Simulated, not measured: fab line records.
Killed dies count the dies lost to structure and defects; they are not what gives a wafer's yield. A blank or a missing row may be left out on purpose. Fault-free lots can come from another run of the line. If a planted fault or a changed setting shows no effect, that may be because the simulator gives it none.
What tool caused it? / flow berkeley-cmos170 / Sampling: 7 lots, 21 wafers, 3 of 331 route steps

== WHAT EACH GAUGE READ, for each wafer ==
UCB170_V2_OVL_MEAS_13.
lot=L638; measured=day 9 02:48; on=overlay-02; V2_OVL (nm)=4 3 8
lot=L639; measured=day 9 06:41; on=overlay-02; V2_OVL (nm)=-1 2 -4
lot=L641; measured=day 9 12:11; on=overlay-01; V2_OVL (nm)=1 4 3
lot=L645; measured=day 9 22:28; on=overlay-02; V2_OVL (nm)=-4 -5 -1
lot=L647; measured=day 10 11:06; on=overlay-01; V2_OVL (nm)=142 146 144
lot=L650; measured=day 11 11:29; on=overlay-02; V2_OVL (nm)=2 1 1
lot=L656; measured=day 12 13:52; on=overlay-01; V2_OVL (nm)=8 2 10

== TOOL THAT RAN EACH LOT (tool first, then ch and the chambers of the sampled wafers, then the start) ==
lot=L638; UCB170_M2_STRIP_19=plasma-asher-03 ch 0,1, day 9 00:00; UCB170_V2_EXPOSE_09=krf-scanner-02 ch 0, day 9 01:43
lot=L639; UCB170_M2_STRIP_19=plasma-asher-03 ch 0,1, day 9 04:26; UCB170_V2_EXPOSE_09=krf-scanner-02 ch 0, day 9 06:10
lot=L641; UCB170_M2_STRIP_19=plasma-asher-04 ch 0,1, day 9 10:06; UCB170_V2_EXPOSE_09=krf-scanner-01 ch 0, day 9 11:43
lot=L645; UCB170_M2_STRIP_19=plasma-asher-04 ch 0,1, day 9 20:05; UCB170_V2_EXPOSE_09=krf-scanner-02 ch 0, day 9 21:37
lot=L647; UCB170_M2_STRIP_19=plasma-asher-01 ch 0,1, day 10 08:57; UCB170_V2_EXPOSE_09=krf-scanner-02 ch 0, day 10 10:29
lot=L650; UCB170_M2_STRIP_19=plasma-asher-04 ch 0,1, day 11 09:26; UCB170_V2_EXPOSE_09=krf-scanner-01 ch 0, day 11 11:00
lot=L656; UCB170_M2_STRIP_19=plasma-asher-01 ch 0,1, day 12 11:38; UCB170_V2_EXPOSE_09=krf-scanner-01 ch 0, day 12 13:24
- UCB170_M2_STRIP_19: strips in O2.
- UCB170_V2_EXPOSE_09: exposes mask VIA2, target cd 700 nm.

== THE ANSWER, worked out from the rows above alone ==
Rule: usual is defined by the lots themselves. Put in order of their means at a reading, lots are off if they are a third of the lots or fewer, leave a main group of 4 or more, and stand apart from it by a gap of 3 or more times the standard deviation of the main group's means; of several such gaps the widest counts. A main group whose means are all the same, to the digits that the tables above print for the reading, isn't used. A lot without any number at a reading at which 4 lots or more have one is off too. All remaining lots with rows at the step are treated as sound.
Off: at UCB170_V2_OVL_MEAS_13 (V2_OVL), L647. The main group: mean 2 nm, standard deviation 3.4.
A tool fits if, at a process step before that reading, it ran every lot that is off, and no sound lot after the first of them. Those tools and the gauges at UCB170_V2_OVL_MEAS_13 are tried in the same way. One fits: UCB170_V2_EXPOSE_09 on krf-scanner-02. A fault onset in the window from L645 (day 9 21:37, its last sound lot) to L647 (day 10 10:29, its first lot off) fits.

== WHAT THE SIMULATOR PUT IN ==
Scanner matching overlay: krf-scanner-02, from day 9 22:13 on, at UCB170_V2_EXPOSE_09. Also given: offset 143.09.
Lots struck among those shown: L647. Same finding as the rule above.
